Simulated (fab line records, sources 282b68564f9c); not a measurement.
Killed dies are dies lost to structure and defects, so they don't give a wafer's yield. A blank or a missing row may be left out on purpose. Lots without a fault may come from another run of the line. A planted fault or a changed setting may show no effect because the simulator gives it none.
A struck lot beside a sound one | flow rit_cmos | 21 steps out of a route of 202
Sound: wafers L223.1, L223.4, L223.5. Struck: wafers L242.3, L242.4, L242.5. The cause comes at the end.
At each step with rows: each side's tool, then ch and its chambers, then its first start. Under that, the readings that differ: sound wafers | struck wafers | difference of the means | sigmas: that difference in standard deviations of wafers without a fault.
alike: readings whose means differ by less than 2 such deviations, and words and numbers that are the same on both sides. not compared: withheld readings, readings that some wafer has no value for, bounds like >300 that may hide the same value, and numbers for which the record gives no deviation and whose values overlap.
The two part at a step that has a row with sigmas, a row that says differs or no value, or rows on one side only. Numbers that don't overlap but have no deviation are shown without sigmas and don't part them. A reading that every wafer of one side lacks parts them only if that side has two wafers or more.

RIT_PLDD_OVL_MEAS_06:
  sound on overlay-01, day 3 02:20; struck on overlay-02, day 7 01:02
  alike: PLDD_OVL
then, 2 steps without rows for these wafers: RIT_PLDD_HARDBAKE_07 (time 60 s); RIT_PLDD_IMPLANT_08.
RIT_PLDD_STRIP_09: strips in O2, time 180 s.
  sound on plasma_asher-03 ch 0,1, day 3 02:40; struck on plasma_asher-01 ch 0,1, day 7 01:25
  alike: drypump_motor_current_A
  not compared: rf_hours_counter_h
RIT_PLDD_TW_MEAS_10:
  sound on film_metro-03, day 3 02:51; struck on film_metro-01, day 7 01:34
  reading | sound          | struck         | difference | sigmas
  PLDD_TW | 2307 2304 2307 | 2341 2336 2361 | +40        | +2
then, 4 steps without rows for these wafers: RIT_SPACER_CLEAN_00 (cleans in SC1, time 600 s); RIT_SPACER_CLEAN_01 (cleans in dHF, time 30 s); RIT_SPACER_CLEAN_02 (cleans in SC2, time 600 s); RIT_SPACER_CVD_03 (deposits Si3N4 from SiH2Cl2/NH3, target thk 250 nm, time 3300 s).
RIT_SPACER_THK_MEAS_04:
  sound on film_metro-03, day 3 05:13; struck on film_metro-04, day 7 03:54
  alike: SPACER_NITRIDE_THK
RIT_SPACER_ETCHBACK_05: etches Si3N4 in SF6/CHF3, stops on SiO2, target depth 250 nm, time 240 s.
  sound on rie_diel-04 ch 0,3, day 3 05:16; struck on rie_diel-01 ch 0,1,3, day 7 03:56
  alike: drypump_motor_current_A, oes_product_au, throttle_valve_pct
  not compared: rf_hours_counter_h
then, 1 step without rows for these wafers: RIT_NSD_HMDS_00 (prime time 60 s).
RIT_NSD_COAT_01: resist thk 1000 nm.
  sound on litho_track-03 ch 0, day 3 05:34; struck on litho_track-04 ch 0, day 7 04:17
  reading                                  | sound                | struck               | difference | sigmas
  spin_speed_rpm (rpm)                     | 3255.5 3247.8 3248.6 | 3440.6 3435.5 3437.2 | +187.1     | +69
  model.NOVOLAK_of_NSD_COAT_01.thk_nm (nm) | 1003 1005 1004       | 970.3 975.1 971      | -31.9      |
then, 4 steps without rows for these wafers: RIT_NSD_SOFTBAKE_02 (time 60 s); RIT_NSD_EXPOSE_03 (exposes mask M9, target cd 40700 nm); RIT_NSD_PEB_04; RIT_NSD_DEVELOP_05 (develop time 50 s).
RIT_NSD_OVL_MEAS_06:
  sound on overlay-02, day 3 06:16; struck on overlay-02, day 7 04:57
  alike: NSD_OVL
RIT_NSD_HARDBAKE_07: time 60 s.
  sound on litho_track-01 ch 0, day 3 06:18; struck on litho_track-03 ch 0, day 7 05:02
  reading                                  | sound             | struck          | difference | sigmas
  model.NOVOLAK_of_NSD_COAT_01.thk_nm (nm) | 886.6 888.1 887.2 | 857.8 862 858.4 | -27.9      |
then, 1 step without rows for these wafers: RIT_NSD_IMPLANT_08.
RIT_M1_PROBE_99:
  the record has rows for the struck wafers here (prober-02, day 7 17:35) and none for the sound ones

WHERE THEY PART
First at RIT_PLDD_TW_MEAS_10; last, within this record, at RIT_M1_PROBE_99.

WHY: what the simulator had put in
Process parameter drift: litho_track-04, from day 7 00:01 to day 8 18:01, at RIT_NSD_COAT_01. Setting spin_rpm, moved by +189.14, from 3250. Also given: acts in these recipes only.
